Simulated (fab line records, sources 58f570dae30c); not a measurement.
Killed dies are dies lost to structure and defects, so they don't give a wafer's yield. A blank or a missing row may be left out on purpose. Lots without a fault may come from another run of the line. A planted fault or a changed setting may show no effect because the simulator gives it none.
Split-lot experiment | flow berkeley_cmos170 | 5 lots, 23 wafers read, on a route of 331 steps

THE SPLIT
At UCB170_PFIELD_IMPLANT_07, the setting dose_cm2 was moved away from the recipe's 2e+13 on 12 of the 23 wafers read, by -6.3% to +6.9%. The other wafers ran this setting at the recipe's value.

FROM THE SPLIT TO THE READING: what the file shows between them, 1 step
- UCB170_PFIELD_STRIP_08: strips in O2

THE READING
PFIELD_TW, at UCB170_PFIELD_TW_MEAS_09. Fault-free wafers of this fab line usually give 600, standard deviation 5.9.

wafer  | tool, chamber at the split | dose_cm2 as run | against the recipe | PFIELD_TW | against lot-mates on the recipe
L077.1 | implanter-02, 0            | 2.062e+13       | +3.1%              | 605       | +8
L077.2 | implanter-02, 0            | 2.062e+13       | +3.1%              | 599       | +2
L077.3 | implanter-02, 0            | 2e+13           | recipe             | 598       | -
L077.4 | implanter-02, 0            | 2e+13           | recipe             | 597       | -
L077.6 | implanter-02, 0            | 2.062e+13       | +3.1%              | 599       | +2
L075.1 | implanter-04, 0            | 2e+13           | recipe             | 595       | -
L075.2 | implanter-04, 0            | 1.873e+13       | -6.3%              | 581       | -15
L075.3 | implanter-04, 0            | 1.873e+13       | -6.3%              | 584       | -12
L075.5 | implanter-04, 0            | 2e+13           | recipe             | 597       | -
L075.6 | implanter-04, 0            | 1.873e+13       | -6.3%              | 585       | -11
L079.1 | implanter-02, 0            | 2e+13           | recipe             | 595       | -
L079.2 | implanter-02, 0            | 2e+13           | recipe             | 595       | -
L079.5 | implanter-02, 0            | 2e+13           | recipe             | 596       | -
L085.1 | implanter-02, 0            | 2.137e+13       | +6.9%              | 614       | +12
L085.2 | implanter-02, 0            | 2.137e+13       | +6.9%              | 617       | +16
L085.3 | implanter-02, 0            | 2e+13           | recipe             | 599       | -
L085.4 | implanter-02, 0            | 2e+13           | recipe             | 604       | -
L085.6 | implanter-02, 0            | 2.137e+13       | +6.9%              | 613       | +12
L084.1 | implanter-01, 0            | 1.875e+13       | -6.2%              | 589       | -14
L084.2 | implanter-01, 0            | 2e+13           | recipe             | 603       | -
L084.3 | implanter-01, 0            | 2e+13           | recipe             | 603       | -
L084.5 | implanter-01, 0            | 1.875e+13       | -6.2%              | 585       | -18
L084.6 | implanter-01, 0            | 1.875e+13       | -6.2%              | 593       | -10

THE FIT
A straight line over all 23 wafers: PFIELD_TW changes by +2.01 for each +1% of dose_cm2; r = +0.92; the points scatter about the line by 3.8.
The same after taking each lot's own level away (the mean of its wafers on the recipe; 23 wafers): +1.97 for each +1%; r = +0.97; scatter 2.3.
On that fit, the largest move of dose_cm2 shifts the reading by 13.
The lots' own levels span 595.3 to 603.0, that is 1.3 times the standard deviation above.
So the lot-to-lot level changes the slope little: the two slopes agree.
Check: with one of the wafers moved furthest among these (+6.9%) left out of the fit, the line predicts +12.9 for it against its lot-mates. It came out at +12.5 against them.

OTHER SPLITS ON THESE WAFERS
These wafers also went through other splits before the reading. Each is held against what the fit with the lots' levels taken away leaves over:
other split on the same wafers      | wafers away from the commonest value | r with PFIELD_TW (lot level and that fit taken away)
UCB170_START_OXIDATION_02 temp_c    | 5                                    | -0.13
UCB170_ZERO_COAT_01 spin_rpm        | 8                                    | +0.10
UCB170_NWELL_IMPLANT_14 energy_kev  | 8                                    | -0.31
UCB170_PWELL_CVD_05 pressure_mtorr  | 15                                   | +0.26
UCB170_ACTIVE_COAT_08 resist_thk_nm | 9                                    | -0.27
UCB170_ACTIVE_EXPOSE_10 dose_mj     | 12                                   | +0.15

THE FILE'S OWN FIT
PFIELD_TW changes by +1.99 for each +1% of dose_cm2, r = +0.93.
